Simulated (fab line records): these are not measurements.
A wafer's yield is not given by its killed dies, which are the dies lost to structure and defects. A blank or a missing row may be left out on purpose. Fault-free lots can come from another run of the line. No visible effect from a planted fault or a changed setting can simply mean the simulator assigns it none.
Split-lot experiment + flow rit_cmos + 23 wafers read from 5 lots, route of 202 steps

THE SPLIT
At RIT_PLDD_IMPLANT_08, the setting energy_kev was moved away from the recipe's 20 on 4 of the 23 wafers read, by -4.6% to -2.9%. This setting was run at the recipe's value on the other wafers.

THE PATH FROM SPLIT TO READING: the file shows 1 step between them
- RIT_SPACER_CVD_03: deposits Si3N4 from SiH2Cl2/NH3, target thk 250 nm, time 3300 s (also split here: sih2cl2_flow_sccm)

THE READING
etest.pldd.rs_ohm_sq (the simulator's own value, which no gauge read), at RIT_M1_PROBE_99. No usual value for it is given in the file. Across the 19 wafers here that went through the recipe, the average is 447.3 and the standard deviation 52.

| wafer  | tool, chamber at the split | energy_kev as run | against the recipe | etest.pldd.rs_ohm_sq | against lot-mates on the recipe |
|--------|----------------------------|-------------------|--------------------|----------------------|---------------------------------|
| L076.3 | implanter-01, 0            | 20                | recipe             | 522.7                | -                               |
| L076.4 | implanter-01, 0            | 20                | recipe             | 507.5                | -                               |
| L076.6 | implanter-01, 0            | 20                | recipe             | 521.9                | -                               |
| L080.2 | implanter-02, 0            | 19.41             | -2.9%              | 523.5                | +17.4                           |
| L080.3 | implanter-02, 0            | 20                | recipe             | 510.9                | -                               |
| L080.4 | implanter-02, 0            | 20                | recipe             | 499                  | -                               |
| L080.5 | implanter-02, 0            | 20                | recipe             | 508.3                | -                               |
| L080.6 | implanter-02, 0            | 19.41             | -2.9%              | 547.1                | +41.0                           |
| L082.1 | implanter-04, 0            | 20                | recipe             | 401.2                | -                               |
| L082.2 | implanter-04, 0            | 20                | recipe             | 400.2                | -                               |
| L082.3 | implanter-04, 0            | 20                | recipe             | 385.9                | -                               |
| L082.4 | implanter-04, 0            | 20                | recipe             | 395.5                | -                               |
| L082.6 | implanter-04, 0            | 20                | recipe             | 385                  | -                               |
| L083.1 | implanter-04, 0            | 20                | recipe             | 459                  | -                               |
| L083.2 | implanter-04, 0            | 20                | recipe             | 458.1                | -                               |
| L083.4 | implanter-04, 0            | 20                | recipe             | 456.5                | -                               |
| L083.5 | implanter-04, 0            | 20                | recipe             | 455.1                | -                               |
| L083.6 | implanter-04, 0            | 20                | recipe             | 462                  | -                               |
| L084.2 | implanter-02, 0            | 20                | recipe             | 389.8                | -                               |
| L084.3 | implanter-02, 0            | 20                | recipe             | 383.6                | -                               |
| L084.4 | implanter-02, 0            | 20                | recipe             | 396.1                | -                               |
| L084.5 | implanter-02, 0            | 19.08             | -4.6%              | 425.8                | +36.0                           |
| L084.6 | implanter-02, 0            | 19.08             | -4.6%              | 440.8                | +51.0                           |

FIT RESULTS
A straight line over all 23 wafers: etest.pldd.rs_ohm_sq changes by -5.89 for each +1% of energy_kev; r = -0.16; the points scatter about the line by 55.
The same after taking each lot's own level away (the mean of its wafers on the recipe; 23 wafers): -9.57 for each +1%; r = -0.91; scatter 6.8.
The reading moves by 44 for the largest change in energy_kev, on that fit.
The span of the lots' own levels, 389.83 to 517.37, comes to 2.5 times the standard deviation stated above.
So the lot-to-lot level blurs the effect unless lot-mates are compared.
Check: for one of the wafers moved furthest among these (-4.6%), held out of the fit, the line's prediction against its lot-mates is +48.6. Against them it came out at +36.

FURTHER SPLITS ON THESE WAFERS
These wafers also went through other splits before the reading. Each is held against what the fit with the lots' levels taken away leaves over:
| other split on the same wafers      | wafers away from the commonest value | r with etest.pldd.rs_ohm_sq (lot level and that fit taken away) |
|-------------------------------------|--------------------------------------|-----------------------------------------------------------------|
| RIT_ACTIVE_OXIDATION_01 ox_time_s   | 18                                   | -0.03                                                           |
| RIT_ACTIVE_COAT_06 resist_thk_nm    | 8                                    | -0.21                                                           |
| RIT_ACTIVE_DEVELOP_10 dev_temp_c    | 5                                    | +0.02                                                           |
| RIT_NRETRO_COAT_01 resist_thk_nm    | 7                                    | -0.03                                                           |
| RIT_GATE_CVD_08 pressure_mtorr      | 18                                   | +0.02                                                           |
| RIT_GATE_EXPOSE_13 dose_mj          | 9                                    | +0.01                                                           |
| RIT_REOX_OXIDATION_03 ox_time_s     | 18                                   | +0.02                                                           |
| RIT_NLDD_SOFTBAKE_02 temp_c         | 10                                   | -0.24                                                           |
| RIT_NLDD_IMPLANT_08 dose_cm2        | 7                                    | +0.09                                                           |
| RIT_SPACER_CVD_03 sih2cl2_flow_sccm | 15                                   | -0.03                                                           |

THE WHOLE CHAIN: every reading that the file lists as answering this split, in the file's order
| step                | what it does | reading                                                               | change (the file's fit)               | r (the file's) |
|---------------------|--------------|-----------------------------------------------------------------------|---------------------------------------|----------------|
| RIT_PLDD_IMPLANT_08 |              | implant.rp_nm (the simulator's own value, which no gauge read)        | +0.134 nm for each +1% of the setting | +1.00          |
| RIT_PLDD_IMPLANT_08 |              | implant.drp_nm (the simulator's own value, which no gauge read)       | +0.069 nm for each +1% of the setting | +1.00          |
| RIT_M1_PROBE_99     |              | etest.pldd.rs_ohm_sq (the simulator's own value, which no gauge read) | -9.58 for each +1% of the setting     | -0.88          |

FILE'S OWN FIT
etest.pldd.rs_ohm_sq changes by -9.58 for each +1% of energy_kev, r = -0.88.
